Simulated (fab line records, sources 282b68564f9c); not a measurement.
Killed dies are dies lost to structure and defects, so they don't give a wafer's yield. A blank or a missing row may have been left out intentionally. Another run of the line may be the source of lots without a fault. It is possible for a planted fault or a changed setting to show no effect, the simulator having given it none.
A lot that was struck, set against a sound lot || flow ritCmos || 15 out of 202 route steps
Sound: wafers L344.4, L344.5, L344.6. Wafers L355.1, L355.4, L355.6 were the ones struck. At the end, the cause is stated.
At each step with rows: each side's tool, then ch and its chambers, then its first start. Under that, the readings that differ: sound wafers || struck wafers || difference of the means || sigmas: that difference in standard deviations of wafers without a fault.
alike: readings with means less than 2 such deviations apart, plus words and numbers identical on both sides. not compared: withheld readings, readings lacking a value on some wafer, bounds such as >300 that could conceal the same value, and numbers that have no deviation in the record and whose values overlap.
The two part at a step that has a row with sigmas, a row that says differs or no value, or rows on one side only. Non-overlapping numbers with no deviation appear without sigmas and do not part them. A reading that every wafer of one side lacks parts them only if that side has two wafers or more.

RIT_ACTIVE_BOW_MEAS_00:
  struck on filmMetro-02, day 4 03:00; sound on filmMetro-02, day 1 20:04
  alike: INCOMING_BOW
then, 1 step without rows for these wafers: RIT_ACTIVE_OXIDATION_01 (target thk 46.8 nm, ox time 3360 s).
RIT_ACTIVE_THK_MEAS_02:
  struck on filmMetro-02, day 4 06:49; sound on filmMetro-04, day 1 23:04
  alike: ACTIVE_OXIDE_THK
then, 1 step without rows for these wafers: RIT_ACTIVE_CVD_03 (deposits Si3N4 from SiH2Cl2/NH3, target thk 150 nm, time 1500 s).
RIT_ACTIVE_THK_MEAS_04:
  struck on filmMetro-03, day 4 08:18; sound on filmMetro-04, day 2 00:32
{"reading": "ACTIVE_NITRIDE_THK (nm)", "sound": "149.9 149.4 149.3", "struck": "152.1 152.7 153.5", "difference": "+3.2", "sigmas": "+2"}
then, 6 steps without rows for these wafers: RIT_ACTIVE_HMDS_05 (prime time 60 s); RIT_ACTIVE_COAT_06 (resist thk 1000 nm); RIT_ACTIVE_SOFTBAKE_07 (time 60 s); RIT_ACTIVE_EXPOSE_08 (exposes mask M1, target cd 1400 nm); RIT_ACTIVE_PEB_09; RIT_ACTIVE_DEVELOP_10 (develop time 50 s).
RIT_ACTIVE_CD_MEAS_11: the cd target is 1400 nm.
  struck on cdSem-01, day 4 09:13; sound on cdSem-02, day 2 01:28
{"reading": "cdNm (nm)", "sound": "1403.7 1400.1 1401.2", "struck": "1396.6 1395.9 1397.2", "difference": -5.1, "sigmas": -2}
RIT_ACTIVE_HARDBAKE_12: time 60 s.
  sound on lithoTrack-02 ch 0, day 2 01:37; struck on lithoTrack-02 ch 0, day 4 09:24
{"reading": "heaterPowerTotalW (W)", "sound": "62.57 62.62 62.58", "struck": "64.02 63.92 64.02", "difference": "+1.40", "sigmas": "+33"}
{"reading": "plateTempC (C)", "sound": "140.04 139.98 139.96", "struck": "142.39 142.27 142.46", "difference": "+2.38", "sigmas": "+16"}
RIT_ACTIVE_ETCH_13: etches Si3N4 in SF6, stops on SiO2, time 201.2 s, target depth 210 nm.
  sound on rieDiel-01 ch 0,2,3, day 2 01:41; struck on rieDiel-03 ch 0,2,3, day 4 09:33
  alike: drypumpMotorCurrentA, oesProductAu, throttleValvePct
  not compared: rfHoursCounterH
RIT_M1_PROBE_99:
  rows exist in the record for the sound wafers here (prober-01, day 3 21:46), none for the struck ones

## WHERE THEY PART
Last at RIT_M1_PROBE_99 as far as this record goes, first at RIT_ACTIVE_THK_MEAS_04.

WHY: whatever the simulator had introduced
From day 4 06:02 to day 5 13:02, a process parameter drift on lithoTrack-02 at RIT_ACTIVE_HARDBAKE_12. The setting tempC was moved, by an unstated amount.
